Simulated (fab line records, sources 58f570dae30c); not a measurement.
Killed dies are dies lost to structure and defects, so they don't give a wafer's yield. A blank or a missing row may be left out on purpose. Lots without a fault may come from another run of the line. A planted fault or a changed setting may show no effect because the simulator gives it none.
Which tool did it? | flow berkeley_cmos170 | 7 lots, 21 wafers sampled, at 2 steps of a route of 331

WHAT THE GAUGES READ, wafer by wafer
UCB170_NWELL_TW_MEAS_16.
lot  | measured    | on            | NWELL_TW
L211 | day 3 01:07 | film_metro-04 | 1256 1250 1250
L215 | day 3 16:01 | film_metro-01 | 1367 1370 1366
L217 | day 4 00:30 | film_metro-04 | 1365 1368 1366
L225 | day 5 11:08 | film_metro-02 | 1245 1244 1238
L228 | day 6 04:24 | film_metro-02 | 1229 1228 1239
L230 | day 6 13:58 | film_metro-01 | 1279 1277 1272
L232 | day 7 03:08 | film_metro-04 | 1251 1259 1242

WHICH TOOL RAN EACH LOT (tool, then ch and the chambers of the sampled wafers, then the start)
lot  | UCB170_NWELL_IMPLANT_14
L211 | implanter-01 ch 0, day 3 00:54
L215 | implanter-04 ch 0, day 3 15:46
L217 | implanter-04 ch 0, day 4 00:15
L225 | implanter-01 ch 0, day 5 10:55
L228 | implanter-01 ch 0, day 6 04:09
L230 | implanter-04 ch 0, day 6 13:43
L232 | implanter-04 ch 0, day 7 02:55
- UCB170_NWELL_IMPLANT_14

THE ANSWER, worked out from the rows above alone
Rule: what is usual is taken from the lots themselves. Put in order of their means at a reading, lots are off if they are a third of the lots or fewer, leave a main group of 4 or more, and stand apart from it by a gap of 3 or more times the standard deviation of the main group's means; of several such gaps the widest counts. A main group whose means are all the same, to the digits that the tables above print for the reading, isn't used. A lot without any number at a reading at which 4 lots or more have one is off too. The other lots that the step has rows for count as sound.
Off: L215, L217, at UCB170_NWELL_TW_MEAS_16 (NWELL_TW). The main group: mean 1251, standard deviation 15.
A tool fits if, at a process step before that reading, it ran every lot that is off, and no sound lot after the first of them. The gauges at UCB170_NWELL_TW_MEAS_16 are tried like those tools. None of those tried fits.

WHAT THE SIMULATOR HAD PUT IN
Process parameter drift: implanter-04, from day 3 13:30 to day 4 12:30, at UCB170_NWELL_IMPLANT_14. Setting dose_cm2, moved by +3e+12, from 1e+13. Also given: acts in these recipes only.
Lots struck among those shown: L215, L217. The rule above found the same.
